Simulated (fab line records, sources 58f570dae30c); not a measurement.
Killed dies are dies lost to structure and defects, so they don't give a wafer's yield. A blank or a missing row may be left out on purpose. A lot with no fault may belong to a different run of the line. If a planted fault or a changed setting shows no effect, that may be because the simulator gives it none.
Which tool did it? / flow berkeley-cmos170 / 14 lots, 42 wafers sampled, at 4 steps of a route of 331

## WHAT THE GAUGES SHOWED, per wafer
UCB170_M1_OVL_MEAS_10. Usual: M1_OVL typically reads -1 nm, with standard deviation 5.1.
lot=L330; measured=day 7 17:52; on=overlay-01; M1_OVL (nm)=9 6 -3; flag=
lot=L331; measured=day 8 11:38; on=overlay-02; M1_OVL (nm)=5 -2 1; flag=
lot=L332; measured=day 8 19:09; on=overlay-01; M1_OVL (nm)=3 -2 2; flag=
lot=L333; measured=day 8 21:50; on=overlay-01; M1_OVL (nm)=-6 -2 -3; flag=
lot=L334; measured=day 8 21:35; on=overlay-02; M1_OVL (nm)=-8 4 -8; flag=
lot=L335; measured=day 8 21:23; on=overlay-01; M1_OVL (nm)=9 7 12; flag=
lot=L338; measured=day 10 01:37; on=overlay-02; M1_OVL (nm)=3 4 2; flag=
lot=L344; measured=day 11 06:46; on=overlay-02; M1_OVL (nm)=0 -2 -5; flag=
lot=L346; measured=day 11 04:51; on=overlay-02; M1_OVL (nm)=-8 -12 -12; flag=
lot=L345; measured=day 11 05:53; on=overlay-02; M1_OVL (nm)=1 1 1; flag=
lot=L348; measured=day 11 21:36; on=overlay-01; M1_OVL (nm)=5 0 -3; flag=
lot=L349; measured=day 12 08:37; on=overlay-02; M1_OVL (nm)=8 1 -7; flag=
lot=L352; measured=day 12 08:26; on=overlay-02; M1_OVL (nm)=-1 1 -7; flag=
lot=L353; measured=day 13 06:13; on=overlay-02; M1_OVL (nm)=5 3 -1; flag=

UCB170_V2_CD_MEAS_12: target cd 700 nm. Usual: cd-nm 700.2 nm, standard deviation 1.2.
lot=L330; measured=day 8 05:51; on=cd-sem-02; cd-nm (nm)=702.2 700.6 700.7; flag=
lot=L331; measured=day 8 20:48; on=cd-sem-01; cd-nm (nm)=701.8 701.9 701.8; flag=
lot=L332; measured=day 9 04:19; on=cd-sem-02; cd-nm (nm)=700.4 702.2 702.1; flag=
lot=L333; measured=day 9 09:29; on=cd-sem-01; cd-nm (nm)=700.3 699.8 700.2; flag=
lot=L334; measured=day 9 10:05; on=cd-sem-01; cd-nm (nm)=698.4 697.2 698.2; flag=
lot=L335; measured=day 9 08:46; on=cd-sem-01; cd-nm (nm)=700.3 699.8 700.0; flag=
lot=L338; measured=day 10 15:14; on=cd-sem-01; cd-nm (nm)=700.7 699.9 700.2; flag=
lot=L344; measured=day 11 22:28; on=cd-sem-02; cd-nm (nm)=697.6 699.1 697.6; flag=
lot=L346; measured=day 11 21:57; on=cd-sem-01; cd-nm (nm)=700.0 701.0 700.5; flag=
lot=L345; measured=day 11 16:53; on=cd-sem-02; cd-nm (nm)=698.7 700.4 699.6; flag=
lot=L348; measured=day 12 07:39; on=cd-sem-02; cd-nm (nm)=699.8 699.2 698.4; flag=
lot=L349; measured=day 12 19:51; on=cd-sem-01; cd-nm (nm)=699.6 701.2 698.7; flag=
lot=L352; measured=day 12 18:40; on=cd-sem-02; cd-nm (nm)=701.9 702.3 702.5; flag=
lot=L353; measured=day 13 17:08; on=cd-sem-01; cd-nm (nm)=700.4 700.0 699.8; flag=

## EACH LOT AND THE TOOL THAT RAN IT (in order: tool; ch and the chambers of the sampled wafers; start)
lot=L330; UCB170_ZERO_ETCH_06=rie-diel-03 ch 1,2,3, day 1 17:53; UCB170_PVT_DEVELOP_05=litho-track-01 ch 0, day 6 02:00
lot=L331; UCB170_ZERO_ETCH_06=rie-diel-01 ch 0,1,2, day 2 00:28; UCB170_PVT_DEVELOP_05=litho-track-03 ch 0, day 6 16:00
lot=L332; UCB170_ZERO_ETCH_06=rie-diel-03 ch 0,1,3, day 2 08:00; UCB170_PVT_DEVELOP_05=litho-track-04 ch 0, day 7 06:00
lot=L333; UCB170_ZERO_ETCH_06=rie-diel-04 ch 0,1,2, day 2 14:40; UCB170_PVT_DEVELOP_05=litho-track-04 ch 0, day 7 05:00
lot=L334; UCB170_ZERO_ETCH_06=rie-diel-04 ch 0,2, day 2 21:20; UCB170_PVT_DEVELOP_05=litho-track-01 ch 0, day 7 06:00
lot=L335; UCB170_ZERO_ETCH_06=rie-diel-03 ch 0,1,3, day 2 21:20; UCB170_PVT_DEVELOP_05=litho-track-04 ch 0, day 7 06:00
lot=L338; UCB170_ZERO_ETCH_06=rie-diel-01 ch 0,1, day 3 17:40; UCB170_PVT_DEVELOP_05=litho-track-04 ch 0, day 8 10:00
lot=L344; UCB170_ZERO_ETCH_06=rie-diel-03 ch 0,3, day 4 18:33; UCB170_PVT_DEVELOP_05=litho-track-04 ch 0, day 9 13:00
lot=L346; UCB170_ZERO_ETCH_06=rie-diel-03 ch 1,2, day 5 07:35; UCB170_PVT_DEVELOP_05=litho-track-01 ch 0, day 9 13:00
lot=L345; UCB170_ZERO_ETCH_06=rie-diel-01 ch 0,1, day 5 07:49; UCB170_PVT_DEVELOP_05=litho-track-04 ch 0, day 9 13:00
lot=L348; UCB170_ZERO_ETCH_06=rie-diel-04 ch 0,2, day 5 13:45; UCB170_PVT_DEVELOP_05=litho-track-01 ch 0, day 10 05:00
lot=L349; UCB170_ZERO_ETCH_06=rie-diel-04 ch 0,2, day 5 18:02; UCB170_PVT_DEVELOP_05=litho-track-01 ch 0, day 10 17:00
lot=L352; UCB170_ZERO_ETCH_06=rie-diel-01 ch 0,2,3, day 6 08:36; UCB170_PVT_DEVELOP_05=litho-track-01 ch 0, day 10 18:00
lot=L353; UCB170_ZERO_ETCH_06=rie-diel-01 ch 1,2,3, day 6 16:28; UCB170_PVT_DEVELOP_05=litho-track-01 ch 0, day 11 10:00
- UCB170_ZERO_ETCH_06: etches SiO2 in CHF3/CF4/Ar, time 12 s.
- UCB170_PVT_DEVELOP_05: develop time 45 s.

## WHAT THE TOOLS THEMSELVES READ (means of the sampled wafers that have a number; where no wafer has one, the mark that the record gives instead)
UCB170_ZERO_ETCH_06. Usual: drypump-motor-current-A 5.51 A, standard deviation 0.29; oes-product-au 0.622 a.u., standard deviation 0.0099; throttle-valve-pct 9.22 %, standard deviation 0.21.
lot=L330; tool=rie-diel-03; drypump-motor-current-A (A)=5.61; oes-product-au (a.u.)=0.622; throttle-valve-pct (%)=9.22; flag=
lot=L331; tool=rie-diel-01; drypump-motor-current-A (A)=5.61; oes-product-au (a.u.)=0.619; throttle-valve-pct (%)=9.29; flag=
lot=L332; tool=rie-diel-03; drypump-motor-current-A (A)=5.41; oes-product-au (a.u.)=0.625; throttle-valve-pct (%)=9.18; flag=
lot=L333; tool=rie-diel-04; drypump-motor-current-A (A)=5.43; oes-product-au (a.u.)=0.626; throttle-valve-pct (%)=9.19; flag=
lot=L334; tool=rie-diel-04; drypump-motor-current-A (A)=5.35; oes-product-au (a.u.)=0.628; throttle-valve-pct (%)=9.22; flag=
lot=L335; tool=rie-diel-03; drypump-motor-current-A (A)=5.43; oes-product-au (a.u.)=0.619; throttle-valve-pct (%)=9.19; flag=
lot=L338; tool=rie-diel-01; drypump-motor-current-A (A)=5.31; oes-product-au (a.u.)=0.621; throttle-valve-pct (%)=9.21; flag=
lot=L344; tool=rie-diel-03; drypump-motor-current-A (A)=5.44; oes-product-au (a.u.)=0.630; throttle-valve-pct (%)=9.10; flag=
lot=L346; tool=rie-diel-03; drypump-motor-current-A (A)=5.44; oes-product-au (a.u.)=0.630; throttle-valve-pct (%)=9.42; flag=
lot=L345; tool=rie-diel-01; drypump-motor-current-A (A)=5.44; oes-product-au (a.u.)=0.624; throttle-valve-pct (%)=9.39; flag=
lot=L348; tool=rie-diel-04; drypump-motor-current-A (A)=5.34; oes-product-au (a.u.)=0.618; throttle-valve-pct (%)=9.22; flag=
lot=L349; tool=rie-diel-04; drypump-motor-current-A (A)=5.33; oes-product-au (a.u.)=0.622; throttle-valve-pct (%)=9.22; flag=
lot=L352; tool=rie-diel-01; drypump-motor-current-A (A)=5.70; oes-product-au (a.u.)=0.617; throttle-valve-pct (%)=9.29; flag=
lot=L353; tool=rie-diel-01; drypump-motor-current-A (A)=5.58; oes-product-au (a.u.)=0.615; throttle-valve-pct (%)=9.10; flag=

UCB170_PVT_DEVELOP_05. Usual: chill-plate-temp-C 23.00 C, standard deviation 0.11; developer-temp-C 21.01 C, standard deviation 0.11.
lot=L330; tool=litho-track-01; chill-plate-temp-C (C)=22.93; developer-temp-C (C)=21.15; flag=
lot=L331; tool=litho-track-03; chill-plate-temp-C (C)=22.90; developer-temp-C (C)=21.00; flag=
lot=L332; tool=litho-track-04; chill-plate-temp-C (C)=23.09; developer-temp-C (C)=21.11; flag=
lot=L333; tool=litho-track-04; chill-plate-temp-C (C)=22.99; developer-temp-C (C)=20.91; flag=
lot=L334; tool=litho-track-01; chill-plate-temp-C (C)=23.03; developer-temp-C (C)=21.04; flag=
lot=L335; tool=litho-track-04; chill-plate-temp-C (C)=23.06; developer-temp-C (C)=21.00; flag=
lot=L338; tool=litho-track-04; chill-plate-temp-C (C)=22.93; developer-temp-C (C)=20.97; flag=
lot=L344; tool=litho-track-04; chill-plate-temp-C (C)=23.02; developer-temp-C (C)=19.08; flag=OFF
lot=L346; tool=litho-track-01; chill-plate-temp-C (C)=23.06; developer-temp-C (C)=20.88; flag=
lot=L345; tool=litho-track-04; chill-plate-temp-C (C)=22.91; developer-temp-C (C)=19.01; flag=OFF
lot=L348; tool=litho-track-01; chill-plate-temp-C (C)=22.94; developer-temp-C (C)=21.14; flag=
lot=L349; tool=litho-track-01; chill-plate-temp-C (C)=23.00; developer-temp-C (C)=21.07; flag=
lot=L352; tool=litho-track-01; chill-plate-temp-C (C)=23.11; developer-temp-C (C)=21.02; flag=
lot=L353; tool=litho-track-01; chill-plate-temp-C (C)=23.01; developer-temp-C (C)=20.87; flag=

## THE ANSWER, worked out from the rows above alone
Rule: a lot counts as off when the mean over its wafers that have a number is more than 3 standard deviations away from the usual mean. Also off: a lot with no number at a reading for which 4 or more lots have one. The other lots that the step has rows for count as sound. After the gauges, taken in route order, come the tools' own readings; for these a lot's mean is taken, as printed above. At the first step where some lot is off, the reading lying furthest off is the one used; lots without a number count as furthest.
Off: L344, L345 (UCB170_PVT_DEVELOP_05, developer-temp-C).
If a tool, at that step or one of the process steps before it, ran each lot that is off and ran no sound lot following the first of them, it fits. One fits: litho-track-04 at UCB170_PVT_DEVELOP_05. Its last sound lot is L338 (day 8 10:00), its first lot that is off L345 (day 9 13:00): a fault that began between those two fits.
On the lots that are off, the tool's own readings at UCB170_PVT_DEVELOP_05 differ by more than 5 times the standard deviation of the sound lots' means, which bears it out; developer-temp-C reads 19.05 C there versus 21.01 C on the sound lots.

## WHAT THE SIMULATOR HAD INSERTED
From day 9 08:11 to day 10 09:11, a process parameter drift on litho-track-04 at UCB170_PVT_DEVELOP_05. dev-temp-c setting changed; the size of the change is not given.
Struck lots among those shown: L345, L344. The rule given above showed the same thing.
